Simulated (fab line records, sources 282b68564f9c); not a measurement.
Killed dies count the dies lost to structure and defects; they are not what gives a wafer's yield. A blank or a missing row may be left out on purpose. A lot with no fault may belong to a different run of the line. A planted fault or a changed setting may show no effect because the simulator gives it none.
Split-lot experiment :: flow rit-cmos :: 23 wafers read across 5 lots, on a route 202 steps long

== ON THE SPLIT ==
At RIT_GATE_DEVELOP_15 (develop time 50 s), the setting dev-temp-c was moved away from the recipe's 23 C on 7 of the 23 wafers read, by -13.7% to +5.3%. The other wafers ran this setting at the recipe's value.

== FROM THE SPLIT TO THE READING: what the file shows between them, 11 steps ==
- RIT_NLDD_COAT_01: resist thk 1000 nm (also split here: resist-thk-nm)
- RIT_NLDD_SOFTBAKE_02: time 60 s
- RIT_NLDD_EXPOSE_03: exposes mask M7, target cd 40700 nm
- RIT_NLDD_DEVELOP_05: develop time 50 s
- RIT_NLDD_HARDBAKE_07: time 60 s
- RIT_PLDD_COAT_01: resist thk 1000 nm (also split here: resist-thk-nm)
- RIT_PLDD_DEVELOP_05: develop time 50 s (also split here: develop-time-s)
- RIT_PLDD_HARDBAKE_07: time 60 s
- RIT_NSD_COAT_01: resist thk 1000 nm (also split here: resist-thk-nm)
- RIT_NSD_HARDBAKE_07: time 60 s (also split here: temp-c)
- RIT_PSD_IMPLANT_08 (also split here: dose-cm2)

== THE READING ==
etest.pmos_0p3.r-on-ohm-um (the simulator's own value, which no gauge read), at RIT_M1_PROBE_99. No usual value for it is given in the file. Across the 16 wafers here that went through the recipe, the average is 6260 and the standard deviation 1.3e+02.

wafer: L074.1
tool, chamber at the split: litho-track-02, 0
dev-temp-c as run, C: 23
against the recipe: recipe
etest.pmos_0p3.r-on-ohm-um: 6353
against lot-mates on the recipe: -

wafer: L074.2
tool, chamber at the split: litho-track-02, 0
dev-temp-c as run, C: 23
against the recipe: recipe
etest.pmos_0p3.r-on-ohm-um: 6250
against lot-mates on the recipe: -

wafer: L074.3
tool, chamber at the split: litho-track-02, 0
dev-temp-c as run, C: 23
against the recipe: recipe
etest.pmos_0p3.r-on-ohm-um: 6315
against lot-mates on the recipe: -

wafer: L074.4
tool, chamber at the split: litho-track-02, 0
dev-temp-c as run, C: 23
against the recipe: recipe
etest.pmos_0p3.r-on-ohm-um: 6189
against lot-mates on the recipe: -

wafer: L074.6
tool, chamber at the split: litho-track-02, 0
dev-temp-c as run, C: 23
against the recipe: recipe
etest.pmos_0p3.r-on-ohm-um: 6320
against lot-mates on the recipe: -

wafer: L075.1
tool, chamber at the split: litho-track-02, 0
dev-temp-c as run, C: 23
against the recipe: recipe
etest.pmos_0p3.r-on-ohm-um: 6269
against lot-mates on the recipe: -

wafer: L075.2
tool, chamber at the split: litho-track-02, 0
dev-temp-c as run, C: 23
against the recipe: recipe
etest.pmos_0p3.r-on-ohm-um: 6420
against lot-mates on the recipe: -

wafer: L075.3
tool, chamber at the split: litho-track-02, 0
dev-temp-c as run, C: 24.23
against the recipe: +5.3%
etest.pmos_0p3.r-on-ohm-um: 6540
against lot-mates on the recipe: +208

wafer: L075.5
tool, chamber at the split: litho-track-02, 0
dev-temp-c as run, C: 23
against the recipe: recipe
etest.pmos_0p3.r-on-ohm-um: 6306
against lot-mates on the recipe: -

wafer: L075.6
tool, chamber at the split: litho-track-02, 0
dev-temp-c as run, C: 24.23
against the recipe: +5.3%
etest.pmos_0p3.r-on-ohm-um: 6486
against lot-mates on the recipe: +154

wafer: L077.1
tool, chamber at the split: litho-track-03, 0
dev-temp-c as run, C: 19.84
against the recipe: -13.7%
etest.pmos_0p3.r-on-ohm-um: 5921
against lot-mates on the recipe: -504

wafer: L077.2
tool, chamber at the split: litho-track-03, 0
dev-temp-c as run, C: 23
against the recipe: recipe
etest.pmos_0p3.r-on-ohm-um: 6467
against lot-mates on the recipe: -

wafer: L077.3
tool, chamber at the split: litho-track-03, 0
dev-temp-c as run, C: 19.84
against the recipe: -13.7%
etest.pmos_0p3.r-on-ohm-um: 6065
against lot-mates on the recipe: -360

wafer: L077.5
tool, chamber at the split: litho-track-03, 0
dev-temp-c as run, C: 19.84
against the recipe: -13.7%
etest.pmos_0p3.r-on-ohm-um: 5897
against lot-mates on the recipe: -528

wafer: L077.6
tool, chamber at the split: litho-track-03, 0
dev-temp-c as run, C: 23
against the recipe: recipe
etest.pmos_0p3.r-on-ohm-um: 6384
against lot-mates on the recipe: -

wafer: L081.1
tool, chamber at the split: litho-track-03, 0
dev-temp-c as run, C: 23
against the recipe: recipe
etest.pmos_0p3.r-on-ohm-um: 6060
against lot-mates on the recipe: -

wafer: L081.2
tool, chamber at the split: litho-track-03, 0
dev-temp-c as run, C: 23
against the recipe: recipe
etest.pmos_0p3.r-on-ohm-um: 6015
against lot-mates on the recipe: -

wafer: L081.4
tool, chamber at the split: litho-track-03, 0
dev-temp-c as run, C: 23
against the recipe: recipe
etest.pmos_0p3.r-on-ohm-um: 6081
against lot-mates on the recipe: -

wafer: L081.5
tool, chamber at the split: litho-track-03, 0
dev-temp-c as run, C: 21
against the recipe: -8.7%
etest.pmos_0p3.r-on-ohm-um: 5831
against lot-mates on the recipe: -221

wafer: L081.6
tool, chamber at the split: litho-track-03, 0
dev-temp-c as run, C: 21
against the recipe: -8.7%
etest.pmos_0p3.r-on-ohm-um: 5774
against lot-mates on the recipe: -278

wafer: L084.4
tool, chamber at the split: litho-track-03, 0
dev-temp-c as run, C: 23
against the recipe: recipe
etest.pmos_0p3.r-on-ohm-um: 6283
against lot-mates on the recipe: -

wafer: L084.5
tool, chamber at the split: litho-track-03, 0
dev-temp-c as run, C: 23
against the recipe: recipe
etest.pmos_0p3.r-on-ohm-um: 6293
against lot-mates on the recipe: -

wafer: L084.6
tool, chamber at the split: litho-track-03, 0
dev-temp-c as run, C: 23
against the recipe: recipe
etest.pmos_0p3.r-on-ohm-um: 6157
against lot-mates on the recipe: -

THE FIT
A straight line over all 23 wafers: etest.pmos_0p3.r-on-ohm-um changes by +30 for each +1% of dev-temp-c; r = +0.78; the points scatter about the line by 1.4e+02.
The same after taking each lot's own level away (the mean of its wafers on the recipe; 23 wafers): +32.9 for each +1%; r = +0.96; scatter 58.
According to that fit, moving dev-temp-c by its largest amount changes the reading by 4.5e+02.
Measured against the standard deviation above, the lots' own levels, which go from 6052.0 to 6425.5, span 3.0 times it.
So the lot-to-lot level blurs the effect unless lot-mates are compared.
Check: for one of the wafers moved furthest among these (-13.7%), held out of the fit, the line's prediction against its lot-mates is -433. Against them it came out at -504.

== OTHER SPLITS ON THESE WAFERS ==
Before the reading, these wafers also passed through other splits. Each is held against what the fit with the lots' levels taken away leaves over:
other split on the same wafers: RIT_ACTIVE_COAT_06 resist-thk-nm
wafers away from the commonest value: 7
r with etest.pmos_0p3.r-on-ohm-um (lot level and that fit taken away): +0.08

other split on the same wafers: RIT_FOX2_OXIDATION_00 temp-c
wafers away from the commonest value: 15
r with etest.pmos_0p3.r-on-ohm-um (lot level and that fit taken away): +0.08

other split on the same wafers: RIT_NWELL_SOFTBAKE_02 temp-c
wafers away from the commonest value: 11
r with etest.pmos_0p3.r-on-ohm-um (lot level and that fit taken away): +0.19

other split on the same wafers: RIT_NWELL_DEVELOP_05 develop-time-s
wafers away from the commonest value: 6
r with etest.pmos_0p3.r-on-ohm-um (lot level and that fit taken away): -0.20

other split on the same wafers: RIT_PRETRO_SOFTBAKE_02 temp-c
wafers away from the commonest value: 7
r with etest.pmos_0p3.r-on-ohm-um (lot level and that fit taken away): -0.08

other split on the same wafers: RIT_GATE_WET_ETCH_00 time-s
wafers away from the commonest value: 15
r with etest.pmos_0p3.r-on-ohm-um (lot level and that fit taken away): +0.01

other split on the same wafers: RIT_NLDD_COAT_01 resist-thk-nm
wafers away from the commonest value: 5
r with etest.pmos_0p3.r-on-ohm-um (lot level and that fit taken away): +0.28

other split on the same wafers: RIT_PLDD_COAT_01 resist-thk-nm
wafers away from the commonest value: 7
r with etest.pmos_0p3.r-on-ohm-um (lot level and that fit taken away): +0.20

other split on the same wafers: RIT_PLDD_DEVELOP_05 develop-time-s
wafers away from the commonest value: 9
r with etest.pmos_0p3.r-on-ohm-um (lot level and that fit taken away): -0.48

other split on the same wafers: RIT_NSD_COAT_01 resist-thk-nm
wafers away from the commonest value: 9
r with etest.pmos_0p3.r-on-ohm-um (lot level and that fit taken away): +0.13

other split on the same wafers: RIT_NSD_HARDBAKE_07 temp-c
wafers away from the commonest value: 6
r with etest.pmos_0p3.r-on-ohm-um (lot level and that fit taken away): -0.24

other split on the same wafers: RIT_PSD_IMPLANT_08 dose-cm2
wafers away from the commonest value: 10
r with etest.pmos_0p3.r-on-ohm-um (lot level and that fit taken away): -0.08

== THE WHOLE CHAIN: every reading that the file lists as answering this split, in the file's order ==
step: RIT_M1_PROBE_99
what it does: 
reading: etest.pmos_0p15.r-on-ohm-um (the simulator's own value, which no gauge read)
change (the file's fit): +30.4 for each +1% of the setting
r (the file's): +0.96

step: RIT_M1_PROBE_99
what it does: 
reading: etest.pmos-turned.r-on-ohm-um (the simulator's own value, which no gauge read)
change (the file's fit): +30 for each +1% of the setting
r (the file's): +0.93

step: RIT_M1_PROBE_99
what it does: 
reading: etest.pmos_0p3.r-on-ohm-um (the simulator's own value, which no gauge read)
change (the file's fit): +32.5 for each +1% of the setting
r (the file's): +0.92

== THE FILE'S OWN FIT ==
etest.pmos_0p3.r-on-ohm-um changes by +32.5 for each +1% of dev-temp-c, r = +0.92.
